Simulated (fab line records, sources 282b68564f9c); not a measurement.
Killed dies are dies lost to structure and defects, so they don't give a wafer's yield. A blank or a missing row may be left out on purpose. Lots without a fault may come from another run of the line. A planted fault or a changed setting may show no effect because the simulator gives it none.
A struck lot beside a sound one | flow rit_cmos | 41 steps out of a route of 202
Sound: wafers L770.1, L770.4, L770.6. Struck: wafers L771.3, L771.4, L771.6. The cause comes at the end.
At each step with rows: each side's tool, then ch and its chambers, then its first start. Under that, the readings that differ: sound wafers | struck wafers | difference of the means | sigmas: that difference in standard deviations of wafers without a fault.
alike: readings whose means differ by less than 2 such deviations, and words and numbers that are the same on both sides. not compared: withheld readings, readings that some wafer has no value for, bounds like >300 that may hide the same value, and numbers for which the record gives no deviation and whose values overlap.
The two part at a step that has a row with sigmas, a row that says differs or no value, or rows on one side only. Numbers that don't overlap but have no deviation are shown without sigmas and don't part them. A reading that every wafer of one side lacks parts them only if that side has two wafers or more.

first, 6 steps without rows for these wafers: RIT_NLDD_HMDS_00 (prime time 60 s); RIT_NLDD_COAT_01 (resist thk 1000 nm); RIT_NLDD_SOFTBAKE_02 (time 60 s); RIT_NLDD_EXPOSE_03 (exposes mask M7, target cd 40700 nm); RIT_NLDD_PEB_04; RIT_NLDD_DEVELOP_05 (develop time 50 s).
RIT_NLDD_OVL_MEAS_06:
  sound on overlay-02, day 4 04:50; struck on overlay-01, day 4 09:29
  alike: NLDD_OVL
then, 2 steps without rows for these wafers: RIT_NLDD_HARDBAKE_07 (time 60 s); RIT_NLDD_IMPLANT_08.
RIT_NLDD_STRIP_09: strips in O2, time 180 s.
  sound on plasma_asher-03 ch 0,1, day 4 05:10; struck on plasma_asher-03 ch 0,1, day 4 09:52
  alike: chamber_pressure_mTorr, drypump_motor_current_A
  not compared: rf_hours_counter_h
RIT_NLDD_TW_MEAS_10:
  sound on film_metro-03, day 4 05:20; struck on film_metro-02, day 4 10:00
  alike: NLDD_TW
then, 1 step without rows for these wafers: RIT_PLDD_HMDS_00 (prime time 60 s).
RIT_PLDD_COAT_01: resist thk 1000 nm.
  sound on litho_track-01 ch 0, day 4 05:41; struck on litho_track-01, day 4 10:16
  no value came back on the struck wafers for chill_plate_temp_C (C), dispense_pressure_kPa (kPa); on the sound wafers chill_plate_temp_C (C) reads 23.19 23.17 23.05
then, 4 steps without rows for these wafers: RIT_PLDD_SOFTBAKE_02 (time 60 s); RIT_PLDD_EXPOSE_03 (exposes mask M8, target cd 40900 nm); RIT_PLDD_PEB_04; RIT_PLDD_DEVELOP_05 (develop time 50 s).
RIT_PLDD_OVL_MEAS_06:
  sound on overlay-02, day 4 06:33; struck on overlay-01, day 4 11:09
  reading       | sound        | struck | difference                    | sigmas
  PLDD_OVL (nm) | 1.2 0.0 -0.3 | - - -  | no value on the struck wafers |
then, 2 steps without rows for these wafers: RIT_PLDD_HARDBAKE_07 (time 60 s); RIT_PLDD_IMPLANT_08.
RIT_PLDD_STRIP_09: strips in O2, time 180 s.
  sound on plasma_asher-02 ch 0,1, day 4 06:53; struck on plasma_asher-04 ch 0,1, day 4 11:49
  alike: chamber_pressure_mTorr, drypump_motor_current_A
  not compared: rf_hours_counter_h
RIT_PLDD_TW_MEAS_10:
  sound on film_metro-02, day 4 07:04; struck on film_metro-03, day 4 11:58
  alike: PLDD_TW
then, 4 steps without rows for these wafers: RIT_SPACER_CLEAN_00 (cleans in SC1, time 600 s); RIT_SPACER_CLEAN_01 (cleans in dHF, time 30 s); RIT_SPACER_CLEAN_02 (cleans in SC2, time 600 s); RIT_SPACER_CVD_03 (deposits Si3N4 from SiH2Cl2/NH3, target thk 250 nm, time 3300 s).
RIT_SPACER_THK_MEAS_04:
  sound on film_metro-02, day 4 09:24; struck on film_metro-03, day 4 14:19
  alike: SPACER_NITRIDE_THK
RIT_SPACER_ETCHBACK_05: etches Si3N4 in SF6/CHF3, stops on SiO2, target depth 250 nm, time 240 s.
  sound on rie_diel-03 ch 0,1,3, day 4 09:28; struck on rie_diel-04 ch 0,2,3, day 4 14:22
  alike: SF6_flow_sccm, chamber_pressure_mTorr, drypump_motor_current_A, oes_product_au, throttle_valve_pct
  not compared: rf_hours_counter_h
then, 6 steps without rows for these wafers: RIT_NSD_HMDS_00 (prime time 60 s); RIT_NSD_COAT_01 (resist thk 1000 nm); RIT_NSD_SOFTBAKE_02 (time 60 s); RIT_NSD_EXPOSE_03 (exposes mask M9, target cd 40700 nm); RIT_NSD_PEB_04; RIT_NSD_DEVELOP_05 (develop time 50 s).
RIT_NSD_OVL_MEAS_06:
  sound on overlay-01, day 4 10:28; struck on overlay-02, day 4 15:30
  alike: NSD_OVL
then, 2 steps without rows for these wafers: RIT_NSD_HARDBAKE_07 (time 60 s); RIT_NSD_IMPLANT_08.
RIT_NSD_STRIP_09: strips in O2, time 180 s.
  sound on plasma_asher-04 ch 0, day 4 10:49; struck on plasma_asher-01 ch 0,1, day 4 16:01
  alike: chamber_pressure_mTorr, drypump_motor_current_A
  not compared: rf_hours_counter_h
RIT_NSD_TW_MEAS_10:
  sound on film_metro-02, day 4 10:59; struck on film_metro-03, day 4 16:10
  reading | sound          | struck         | difference | sigmas
  NSD_TW  | 3119 3133 3142 | 3321 3321 3302 | +183       | +14
then, 1 step without rows for these wafers: RIT_PSD_HMDS_00 (prime time 60 s).
RIT_M1_PROBE_99:
  sound on prober-02, day 4 20:26; struck on prober-01, day 5 01:31
  reading             | sound   | struck      | difference | sigmas
  killed_at_front_end | 11 6 11 | 264 264 264 | +255       | +82
  killed_dies         | 11 6 12 | 264 264 264 | +254       | +82
  killed_on_rim       | 3 2 5   | 70 70 70    | +67        | +44
  alike: killed_at_contacts, killed_open, killed_short

WHERE THEY PART
First at RIT_PLDD_COAT_01; last, within this record, at RIT_M1_PROBE_99.

WHY: what the simulator had put in
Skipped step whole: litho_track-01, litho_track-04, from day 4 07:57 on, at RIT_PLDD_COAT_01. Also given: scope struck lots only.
